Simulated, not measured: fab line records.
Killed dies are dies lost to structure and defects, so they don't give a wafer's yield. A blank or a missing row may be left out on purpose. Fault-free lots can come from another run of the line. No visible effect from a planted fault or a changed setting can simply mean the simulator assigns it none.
Which tool did it? ; flow berkeley-cmos170 ; 21 wafers from 7 lots sampled at 3 of the route's 331 steps

## WHAT THE GAUGES SHOWED, per wafer
UCB170_M1_CD_MEAS_09: target cd 700 nm.
lot;measured;on;cd-nm (nm)
L895;day 8 04:41;cd-sem-02;699.0 699.6 698.0
L897;day 8 11:30;cd-sem-02;700.1 700.0 699.8
L901;day 8 22:42;cd-sem-01;700.0 699.8 699.7
L898;day 9 00:25;cd-sem-02;698.9 700.5 698.3
L904;day 9 11:13;cd-sem-01;644.9 644.9 645.7
L910;day 11 09:33;cd-sem-02;702.4 702.2 702.3
L915;day 11 23:35;cd-sem-01;702.3 701.3 701.9

## TOOL THAT RAN EACH LOT (tool first, then ch and the chambers of the sampled wafers, then the start)
lot;UCB170_SDANNEAL_RTA_00;UCB170_M1_PEB_07
L895;rtp-anneal-01 ch 0, day 7 19:31;litho-track-04 ch 0, day 8 04:25
L897;rtp-anneal-01 ch 0, day 8 03:30;litho-track-02 ch 0, day 8 11:14
L901;rtp-anneal-02 ch 0, day 8 12:32;litho-track-04 ch 0, day 8 22:26
L898;rtp-anneal-02 ch 0, day 8 13:01;litho-track-04 ch 0, day 9 00:09
L904;rtp-anneal-01 ch 0, day 9 01:25;litho-track-02 ch 0, day 9 10:57
L910;rtp-anneal-01 ch 0, day 10 20:12;litho-track-04 ch 0, day 11 09:17
L915;rtp-anneal-01 ch 0, day 11 14:02;litho-track-04 ch 0, day 11 23:18
- UCB170_SDANNEAL_RTA_00: time 10 s.
- UCB170_M1_PEB_07

## THE ANSWER, worked out from the rows above alone
Rule: what is usual is taken from the lots themselves. The widest of any qualifying gaps counts: lots, ordered by their means at a reading, are off when they make up no more than a third of the lots, leave a main group of 4 or more, and stand apart from it by 3 or more times the standard deviation of that group's means. A main group whose means are all the same, to the digits that the tables above print for the reading, isn't used. A lot without any number at a reading at which 4 lots or more have one is off too. All remaining lots with rows at the step are treated as sound.
Off: L904 (UCB170_M1_CD_MEAS_09, cd-nm). Main group: mean 700.3 nm, sd 1.3.
If a tool, at a process step before that reading, ran all the lots that are off and no sound lot after the first of them, it fits. The gauges at UCB170_M1_CD_MEAS_09 are tried like those tools. One fits: litho-track-02 at UCB170_M1_PEB_07. A fault onset in the window from L897 (day 8 11:14, its last sound lot) to L904 (day 9 10:57, its first lot off) fits.

## WHAT WAS PUT IN BY THE SIMULATOR
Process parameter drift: litho-track-02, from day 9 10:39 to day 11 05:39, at UCB170_M1_PEB_07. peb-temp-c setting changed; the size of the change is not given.
Shown lots that were struck: L904. The rule above found the same.
